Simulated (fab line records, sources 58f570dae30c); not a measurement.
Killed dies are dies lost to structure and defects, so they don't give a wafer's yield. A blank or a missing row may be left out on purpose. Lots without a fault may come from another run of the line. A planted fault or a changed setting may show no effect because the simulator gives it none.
A sampling plan put to the test | flow berkeley_cmos170 | one fab line, 34 faults that these records tell of, each judged on the records of the lots that it struck
The plan is the line's own looks: the steps of the route at which a gauge or an inspection reads the wafer and doesn't change it. A look can be judged if struck wafers have a number there and the file gives its usual mean and standard deviation on fault-free wafers. Caught: at a look after the fault's first step, the mean of the struck wafers lies 4 or more of those standard deviations (sigma) from the usual mean. On the tool: the same test on the tool's own readings at the fault's steps. Another recipe on the struck wafers, or a record that is blank for them alone, also counts as caught.

THE FAULTS, as the simulator had put them in
1. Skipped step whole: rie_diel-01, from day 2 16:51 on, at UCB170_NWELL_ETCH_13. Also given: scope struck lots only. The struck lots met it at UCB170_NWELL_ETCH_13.
2. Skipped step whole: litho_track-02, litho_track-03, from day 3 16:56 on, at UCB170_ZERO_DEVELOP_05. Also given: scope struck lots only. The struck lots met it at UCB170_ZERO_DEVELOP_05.
3. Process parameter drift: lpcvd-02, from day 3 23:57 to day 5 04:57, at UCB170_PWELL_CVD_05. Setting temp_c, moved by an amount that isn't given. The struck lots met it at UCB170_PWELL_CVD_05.
4. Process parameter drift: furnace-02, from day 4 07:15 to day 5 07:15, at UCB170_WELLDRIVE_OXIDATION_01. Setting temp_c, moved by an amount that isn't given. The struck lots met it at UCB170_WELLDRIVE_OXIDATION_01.
5. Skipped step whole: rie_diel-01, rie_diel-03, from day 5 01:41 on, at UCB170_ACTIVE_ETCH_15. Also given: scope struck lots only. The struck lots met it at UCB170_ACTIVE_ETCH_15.
6. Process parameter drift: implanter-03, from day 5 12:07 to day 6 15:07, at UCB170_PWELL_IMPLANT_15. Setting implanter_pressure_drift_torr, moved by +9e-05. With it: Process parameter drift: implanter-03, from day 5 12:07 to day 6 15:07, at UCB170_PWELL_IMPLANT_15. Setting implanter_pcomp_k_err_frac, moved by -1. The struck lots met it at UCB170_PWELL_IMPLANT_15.
7. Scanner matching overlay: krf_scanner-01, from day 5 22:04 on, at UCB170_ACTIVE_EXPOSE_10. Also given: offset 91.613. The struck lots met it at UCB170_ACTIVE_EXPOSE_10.
8. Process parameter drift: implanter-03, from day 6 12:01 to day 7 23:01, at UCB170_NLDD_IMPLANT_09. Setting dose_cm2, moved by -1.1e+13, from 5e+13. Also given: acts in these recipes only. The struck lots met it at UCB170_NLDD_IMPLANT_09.
9. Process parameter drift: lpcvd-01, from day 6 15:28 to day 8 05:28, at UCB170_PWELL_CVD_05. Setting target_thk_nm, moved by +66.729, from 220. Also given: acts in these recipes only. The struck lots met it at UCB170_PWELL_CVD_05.
10. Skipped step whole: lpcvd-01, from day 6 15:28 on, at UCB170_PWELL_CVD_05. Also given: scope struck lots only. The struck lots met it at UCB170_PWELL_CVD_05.
11. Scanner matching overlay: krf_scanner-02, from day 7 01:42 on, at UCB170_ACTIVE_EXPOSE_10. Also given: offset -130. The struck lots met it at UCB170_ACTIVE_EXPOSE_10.
12. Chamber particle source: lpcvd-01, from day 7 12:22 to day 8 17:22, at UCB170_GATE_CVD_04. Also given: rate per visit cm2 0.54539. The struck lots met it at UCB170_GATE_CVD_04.
13. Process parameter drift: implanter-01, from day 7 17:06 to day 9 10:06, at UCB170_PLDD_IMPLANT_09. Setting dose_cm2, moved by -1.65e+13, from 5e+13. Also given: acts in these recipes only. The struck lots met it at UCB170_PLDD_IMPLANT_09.
14. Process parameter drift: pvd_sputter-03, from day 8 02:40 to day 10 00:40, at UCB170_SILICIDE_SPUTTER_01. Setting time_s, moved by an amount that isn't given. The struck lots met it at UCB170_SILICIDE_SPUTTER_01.
15. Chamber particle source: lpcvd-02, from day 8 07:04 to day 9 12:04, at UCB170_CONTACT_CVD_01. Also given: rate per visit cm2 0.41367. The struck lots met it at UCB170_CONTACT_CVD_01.
16. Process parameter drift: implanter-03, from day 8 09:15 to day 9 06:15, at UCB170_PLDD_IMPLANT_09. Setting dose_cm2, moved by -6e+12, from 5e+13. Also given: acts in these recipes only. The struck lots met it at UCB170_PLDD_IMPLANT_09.
17. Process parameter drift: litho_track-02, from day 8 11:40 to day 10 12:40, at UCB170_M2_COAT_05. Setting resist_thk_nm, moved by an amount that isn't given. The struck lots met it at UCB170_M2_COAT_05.
18. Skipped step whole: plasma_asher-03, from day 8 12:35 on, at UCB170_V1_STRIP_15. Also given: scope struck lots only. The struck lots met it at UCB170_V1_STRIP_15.
19. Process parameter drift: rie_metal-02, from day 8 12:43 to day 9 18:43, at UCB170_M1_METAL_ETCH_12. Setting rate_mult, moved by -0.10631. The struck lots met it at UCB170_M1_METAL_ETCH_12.
20. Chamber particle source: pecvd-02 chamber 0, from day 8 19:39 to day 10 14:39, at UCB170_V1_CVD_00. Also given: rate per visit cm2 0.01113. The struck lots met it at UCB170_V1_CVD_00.
21. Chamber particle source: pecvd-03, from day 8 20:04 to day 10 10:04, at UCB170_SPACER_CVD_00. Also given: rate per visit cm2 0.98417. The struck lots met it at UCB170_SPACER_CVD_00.
22. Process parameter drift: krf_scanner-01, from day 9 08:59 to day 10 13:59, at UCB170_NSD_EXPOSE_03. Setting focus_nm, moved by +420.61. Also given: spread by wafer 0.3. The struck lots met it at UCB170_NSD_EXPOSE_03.
23. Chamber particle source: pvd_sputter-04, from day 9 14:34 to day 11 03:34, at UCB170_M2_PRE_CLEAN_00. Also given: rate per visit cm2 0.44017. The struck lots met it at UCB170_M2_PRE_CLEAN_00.
24. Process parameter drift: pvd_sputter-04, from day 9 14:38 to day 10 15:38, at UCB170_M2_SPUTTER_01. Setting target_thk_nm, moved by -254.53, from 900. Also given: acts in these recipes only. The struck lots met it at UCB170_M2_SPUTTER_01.
25. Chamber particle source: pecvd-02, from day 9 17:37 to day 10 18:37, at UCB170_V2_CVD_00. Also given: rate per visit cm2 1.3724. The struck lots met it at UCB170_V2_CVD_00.
26. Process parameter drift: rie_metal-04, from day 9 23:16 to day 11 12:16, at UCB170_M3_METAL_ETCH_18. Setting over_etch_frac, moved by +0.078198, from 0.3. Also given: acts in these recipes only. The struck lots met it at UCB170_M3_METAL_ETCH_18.
27. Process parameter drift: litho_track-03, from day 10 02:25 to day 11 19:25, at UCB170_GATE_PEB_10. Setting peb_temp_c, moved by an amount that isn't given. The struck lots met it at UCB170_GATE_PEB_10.
28. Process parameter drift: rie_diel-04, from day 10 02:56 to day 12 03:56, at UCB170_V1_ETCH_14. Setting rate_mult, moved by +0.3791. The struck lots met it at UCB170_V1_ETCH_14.
29. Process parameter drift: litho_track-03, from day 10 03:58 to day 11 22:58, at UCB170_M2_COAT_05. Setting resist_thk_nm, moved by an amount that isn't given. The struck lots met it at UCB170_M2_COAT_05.
30. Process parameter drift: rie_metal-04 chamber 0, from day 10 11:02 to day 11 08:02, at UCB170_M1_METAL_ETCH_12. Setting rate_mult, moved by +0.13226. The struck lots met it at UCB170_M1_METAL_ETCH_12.
31. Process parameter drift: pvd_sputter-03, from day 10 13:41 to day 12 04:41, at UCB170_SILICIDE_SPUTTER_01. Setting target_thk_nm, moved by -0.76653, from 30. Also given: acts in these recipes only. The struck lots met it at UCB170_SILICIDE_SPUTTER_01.
32. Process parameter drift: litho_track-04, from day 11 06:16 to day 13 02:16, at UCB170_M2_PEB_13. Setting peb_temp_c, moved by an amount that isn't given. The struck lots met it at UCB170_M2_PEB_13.
33. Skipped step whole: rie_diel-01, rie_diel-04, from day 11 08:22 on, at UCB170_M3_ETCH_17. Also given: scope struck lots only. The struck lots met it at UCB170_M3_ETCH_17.
34. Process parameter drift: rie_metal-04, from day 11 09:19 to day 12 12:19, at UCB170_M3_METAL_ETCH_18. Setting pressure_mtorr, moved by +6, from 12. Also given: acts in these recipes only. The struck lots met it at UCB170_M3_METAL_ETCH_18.

WHAT THE PLAN SAW
fault | on the tool itself                               | first look that catches it                      | reading, sigma                                                | median hours from its first step to that look | hours from the fault's start to the first struck lot there | judged looks passed uncaught
1     | the tool's record is blank for the struck wafers | no look after it can be judged                  | -                                                             | -                                             | -                                                          | 0
2     | the tool's record is blank for the struck wafers | no look after it can be judged                  | -                                                             | -                                             | -                                                          | 0
3     | susceptor_temp_C -48 sigma                       | UCB170_PWELL_THK_MEAS_06                        | PWELL_NITRIDE_THK -26                                         | 2.9                                           | 14                                                         | 0
4     | tube_center_temp_C -99 or beyond sigma           | UCB170_WELLDRIVE_THK_MEAS_02                    | WELLDRIVE_OXIDE_THK -6.4                                      | 3.5                                           | 9                                                          | 0
5     | the tool's record is blank for the struck wafers | no look after it can be judged                  | -                                                             | -                                             | -                                                          | 0
6     | end_station_pressure_torr +99 or beyond sigma    | UCB170_PWELL_TW_MEAS_17                         | PWELL_TW +7.5                                                 | 0.2                                           | 5                                                          | 0
7     | no reading that can be judged                    | UCB170_ACTIVE_OVL_MEAS_14                       | ACTIVE_OVL +18                                                | 0.6                                           | 4                                                          | 0
8     | dose_ions_cm2 -99 or beyond sigma                | UCB170_NLDD_TW_MEAS_11                          | NLDD_TW -4.0                                                  | 0.2                                           | 1                                                          | 0
9     | under 2 sigma                                    | UCB170_PWELL_THK_MEAS_06                        | PWELL_NITRIDE_THK +30                                         | 1.9                                           | 6                                                          | 0
10    | the tool's record is blank for the struck wafers | no look after it can be judged                  | -                                                             | -                                             | -                                                          | 0
11    | under 2 sigma                                    | UCB170_ACTIVE_OVL_MEAS_14                       | ACTIVE_OVL -26                                                | 0.5                                           | 8                                                          | 0
12    | under 2 sigma                                    | none of the 2 looks that can be judged after it | -                                                             | -                                             | -                                                          | 2
13    | dose_ions_cm2 -99 or beyond sigma                | UCB170_PLDD_TW_MEAS_11                          | PLDD_TW -7.5                                                  | 0.2                                           | 11                                                         | 0
14    | under 2 sigma                                    | UCB170_SILICIDE_RS_MEAS_02                      | SILICIDE_TI_RS -10                                            | 0.1                                           | 24                                                         | 0
15    | under 2 sigma                                    | no look after it can be judged                  | -                                                             | -                                             | -                                                          | 0
16    | dose_ions_cm2 -99 or beyond sigma                | UCB170_SDANNEAL_RS_MEAS_04                      | PLDD_RS +18                                                   | 13.8                                          | 18                                                         | 1
17    | no reading that can be judged                    | not the one look that can be judged after it    | -                                                             | -                                             | -                                                          | 1
18    | no reading that can be judged                    | not the one look that can be judged after it    | -                                                             | -                                             | -                                                          | 1
19    | under 2 sigma                                    | no look after it can be judged                  | -                                                             | -                                             | -                                                          | 0
20    | under 2 sigma                                    | none of the 8 looks that can be judged after it | -                                                             | -                                             | -                                                          | 8
21    | under 2 sigma                                    | none of the 3 looks that can be judged after it | -                                                             | -                                             | -                                                          | 3
22    | under 2 sigma                                    | UCB170_NSD_CD_MEAS_06                           | cd_nm +6.4                                                    | 0.5                                           | 9                                                          | 0
23    | no reading that can be judged                    | no look after it can be judged                  | -                                                             | -                                             | -                                                          | 0
24    | under 2 sigma                                    | UCB170_M2_RS_MEAS_02                            | M2_AL_RS +31                                                  | 0.1                                           | 6                                                          | 0
25    | under 2 sigma                                    | none of the 2 looks that can be judged after it | -                                                             | -                                             | -                                                          | 2
26    | only faintly: oes_product_au -2.1 sigma          | not the one look that can be judged after it    | -                                                             | -                                             | -                                                          | 1
27    | heater_power_total_W -7.7 sigma                  | none of the 2 looks that can be judged after it | strongest: cd_nm at UCB170_GATE_CD_MEAS_12, +2.8              | -                                             | -                                                          | 2
28    | under 2 sigma                                    | not the one look that can be judged after it    | -                                                             | -                                             | -                                                          | 1
29    | no reading that can be judged                    | no look after it can be judged                  | -                                                             | -                                             | -                                                          | 0
30    | under 2 sigma                                    | no look after it can be judged                  | -                                                             | -                                             | -                                                          | 0
31    | under 2 sigma                                    | not the one look that can be judged after it    | strongest: SILICIDE_TI_RS at UCB170_SILICIDE_RS_MEAS_02, +2.4 | -                                             | -                                                          | 1
32    | heater_power_total_W +49 sigma                   | UCB170_M2_CD_MEAS_15                            | cd_nm -15                                                     | 0.3                                           | 15                                                         | 0
33    | the tool's record is blank for the struck wafers | no look after it can be judged                  | -                                                             | -                                             | -                                                          | 0
34    | chamber_pressure_mTorr +99 or beyond sigma       | no look after it can be judged                  | -                                                             | -                                             | -                                                          | 0
A dash: the fault isn't caught, or these records don't give the number.

Caught at a look: 13 of 34. Caught on the tool: 14 of 34. By one or the other: 20 of 34.
Caught on the tool alone: faults 1, 2, 5, 10, 27, 33, 34.
Caught at a look alone: faults 7, 9, 11, 14, 22, 24.
Caught by neither: faults 12, 15, 17, 18, 19, 20, 21, 23, 25, 26, 28, 29, 30, 31.

THINNER SAMPLING
If the look that catches a fault measured only every second or every third lot, by lot number, the first struck lot would be measured this late in the worst case:
fault | struck lots at that look, in order of time | every lot | every second lot | every third lot
3     | L346, L345                                 | 14 h      | 14 h             | may miss all 2
4     | L621, L620                                 | 9 h       | 9 h              | may miss all 2
6     | L890, L891                                 | 5 h       | 13 h             | may miss all 2
7     | L794, L798, L797, L800                     | 4 h       | 22 h             | may miss all 4
8     | L652, L655, L657                           | 1 h       | 4 h              | may miss all 3
9     | L559, L560                                 | 6 h       | 16 h             | may miss all 2
11    | L420, L422, L423                           | 8 h       | 24 h             | may miss all 3
13    | L130, L135                                 | 11 h      | 37 h             | may miss all 2
14    | L246, L248                                 | 24 h      | may miss all 2   | may miss all 2
16    | L973, L974                                 | 18 h      | 35 h             | may miss all 2
22    | L938, L940                                 | 9 h       | may miss all 2   | may miss all 2
24    | L429, L430                                 | 6 h       | 20 h             | may miss all 2
32    | L986, L992                                 | 15 h      | may miss all 2   | may miss all 2
Hours are from the fault's start to the first struck lot that is measured. The limit of 4 sigma was tested on all struck wafers together, so one lot alone may lie under it. Other struck lots may not be in these records.

THE LONGEST TIMED WAY FROM STEP TO LOOK
Fault 16: a median of 13.8 hours passes between UCB170_PLDD_IMPLANT_09 and UCB170_SDANNEAL_RS_MEAS_04. The look between them that can be judged stayed within 4 sigma: UCB170_PLDD_TW_MEAS_11.
